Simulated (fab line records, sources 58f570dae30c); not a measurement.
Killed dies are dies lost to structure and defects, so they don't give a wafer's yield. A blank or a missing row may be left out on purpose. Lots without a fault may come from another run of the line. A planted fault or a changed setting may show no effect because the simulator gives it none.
One fault seen from 2 desks | flow berkeley_cmos170 | each desk has only its own numbers; what lay behind them comes last

THE METROLOGY DESK
What the gauges read, lot by lot, whatever tool the lot ran on: means of the sampled wafers that have a number. A lot is out of limits, marked OUT, if its mean lies more than 4 standard deviations from the usual mean; the brackets give that distance.
Columns: A = PVT_TW at UCB170_PVT_TW_MEAS_09, usual 505.7; B = PLDD_OVL at UCB170_PLDD_OVL_MEAS_07, usual -3 nm; C = cd_nm at UCB170_CONTACT_CD_MEAS_15, usual 700.1 nm
lot  | first seen here | A               | B  | C
L694 | day 5 20:54     | 503.2           | -5 | 698.6
L696 | day 6 04:40     | 509.3           | -9 | 700.2
L695 | day 6 04:58     | 509.6           | 5  | 700.5
L697 | day 6 05:14     | 507.0           | 7  | 699.8
L699 | day 6 10:37     | 428.7 (-26) OUT | 4  | 699.4
L698 | day 6 10:49     | 424.6 (-27) OUT | -5 | 698.3
L700 | day 6 10:54     | 507.4           | -8 | 700.6
L710 | day 9 08:03     | 501.7           | 1  | 698.2
L715 | day 9 15:34     | 507.1           | -6 | 700.9
L712 | day 9 15:50     | 508.1           | -3 | 700.0
L716 | day 9 15:55     | 505.1           | -4 | 698.0
L711 | day 9 16:11     | 504.0           | -5 | 700.6
L714 | day 9 16:25     | 507.6           | 0  | 699.9
L717 | day 9 19:01     | 502.5           | -6 | 699.7
This desk's finding: out of limits on L698, L699; first on L699, day 6 10:37 (PVT_TW at UCB170_PVT_TW_MEAS_09). In limits: L694, L696, L695, L697, L700, L710, L715, L712, L716, L711, L714, L717.

THE TOOL OWNER'S DESK: implanter-04
The tool's own readings at UCB170_PVT_IMPLANT_07: means of the sampled wafers that have a number, for each lot that ran on this tool. A lot is out of limits, marked OUT, if its mean lies more than 4 standard deviations from the usual mean; the brackets give that distance.
Columns: A = dose_ions_cm2 at UCB170_PVT_IMPLANT_07, usual 2.0001e+12; B = faraday_current_uA at UCB170_PVT_IMPLANT_07, usual 6.34
lot  | first seen here | A                            | B
L694 | day 5 20:39     | 2.0019e+12                   | 6.33
L696 | day 6 04:25     | 2.0024e+12                   | 6.39
L699 | day 6 10:22     | 1.1436e+12 (-99 or more) OUT | 3.61 (-21) OUT
L698 | day 6 10:34     | 1.1400e+12 (-99 or more) OUT | 3.61 (-21) OUT
L712 | day 9 15:35     | 1.9969e+12                   | 6.26
L711 | day 9 15:58     | 2.0031e+12                   | 6.24
L717 | day 9 18:46     | 2.0000e+12                   | 6.31
This desk's finding: out of limits on L698, L699; first on L699, day 6 10:22 (dose_ions_cm2 at UCB170_PVT_IMPLANT_07). In limits: L694, L696, L712, L711, L717.

PUT TOGETHER
The tool owner's desk could have raised an alarm at day 6 10:22, on L698, L699.
The metrology desk could have raised an alarm at day 6 10:37, on L698, L699.
Of the lots named, all ran UCB170_PVT_IMPLANT_07 on implanter-04.

WHAT THE SIMULATOR HAD PUT IN
Process parameter drift: implanter-04, from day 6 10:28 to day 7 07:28, at UCB170_PVT_IMPLANT_07. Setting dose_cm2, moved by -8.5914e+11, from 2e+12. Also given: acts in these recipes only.
Lots struck among those shown: L698, L699.
